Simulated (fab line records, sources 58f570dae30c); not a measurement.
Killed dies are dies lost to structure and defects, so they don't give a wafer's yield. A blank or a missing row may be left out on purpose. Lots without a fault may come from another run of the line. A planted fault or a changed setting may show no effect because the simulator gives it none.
One fault seen from 2 desks | flow berkeley_cmos170 | each desk has only its own numbers; what lay behind them comes last

THE TOOL OWNER'S DESK: implanter-03
The tool's own readings at UCB170_NSD_IMPLANT_08: means of the sampled wafers that have a number, for each lot that ran on this tool. A lot is out of limits, marked OUT, if its mean lies more than 4 standard deviations from the usual mean; the brackets give that distance.
Columns: A = beam_on_s at UCB170_NSD_IMPLANT_08, usual 10.00 s; B = faraday_current_uA at UCB170_NSD_IMPLANT_08, usual 9257
lot  | first seen here | A              | B
L245 | day 8 12:39     | 9.92           | 9333
L250 | day 9 11:14     | 9.98           | 9272
L256 | day 11 11:12    | 7.83 (-11) OUT | 11833 (+14) OUT
L258 | day 11 17:42    | 7.70 (-12) OUT | 12013 (+15) OUT
This desk's finding: out of limits on L256, L258; first on L256, day 11 11:12 (beam_on_s at UCB170_NSD_IMPLANT_08). In limits: L245, L250.

THE METROLOGY DESK
What the gauges read, lot by lot, whatever tool the lot ran on: means of the sampled wafers that have a number. A lot is out of limits, marked OUT, if its mean lies more than 4 standard deviations from the usual mean; the brackets give that distance.
Columns: A = NWELL_OXIDE_THK at UCB170_NWELL_THK_MEAS_02, usual 26.2 nm; B = NSD_TW at UCB170_NSD_TW_MEAS_10, usual 4187; C = NSD_RS at UCB170_SDANNEAL_RS_MEAS_03, usual 37.24 ohm/sq; D = M3_BOW at UCB170_M3_BOW_MEAS_20, usual 38 um
lot  | first seen here | A    | B               | C               | D
L241 | day 2 01:57     | 26.2 | 4224            | 37.26           | 36
L243 | day 2 11:37     | 26.8 | 4169            | 37.26           | 35
L242 | day 2 11:38     | 25.8 | 4214            | 37.32           | 33
L244 | day 2 18:34     | 26.4 | 4234            | 37.34           | 31
L245 | day 3 01:43     | 26.3 | 4208            | 37.22           | 36
L246 | day 3 01:43     | 26.3 | 4197            | 37.17           | 29
L248 | day 3 14:57     | 25.7 | 4220            | 37.21           | 39
L250 | day 4 04:07     | 26.7 | 4190            | 37.34           | 41
L253 | day 4 12:54     | 25.1 | 4202            | 37.24           | 39
L256 | day 5 08:59     | 26.2 | 4108            | 42.72 (+61) OUT | 40
L258 | day 5 18:16     | 25.7 | 4018 (-5.4) OUT | 42.77 (+61) OUT | 38
L260 | day 5 23:52     | 26.6 | 4184            | 37.05           | 42
L261 | day 6 09:35     | 26.6 | 4175            | 37.20           | 39
L262 | day 6 14:55     | 26.4 | 4185            | 37.20           | 36
This desk's finding: out of limits on L256, L258; first on L256, day 11 14:36 (NSD_RS at UCB170_SDANNEAL_RS_MEAS_03). In limits: L241, L243, L242, L244, L245, L246, L248, L250, L253, L260, L261, L262.

PUT TOGETHER
The tool owner's desk could have raised an alarm at day 11 11:12, on L256, L258.
The metrology desk could have raised an alarm at day 11 14:36, on L256, L258.
Of the lots named, all ran UCB170_NSD_IMPLANT_08 on implanter-03.

WHAT THE SIMULATOR HAD PUT IN
Process parameter drift: implanter-03, from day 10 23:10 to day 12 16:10, at UCB170_NSD_IMPLANT_08. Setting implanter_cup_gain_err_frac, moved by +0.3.
Lots struck among those shown: L256, L258.
Hours from the fault's start to each desk's first reading out of limits: the tool owner's desk, 12; the metrology desk, 15.
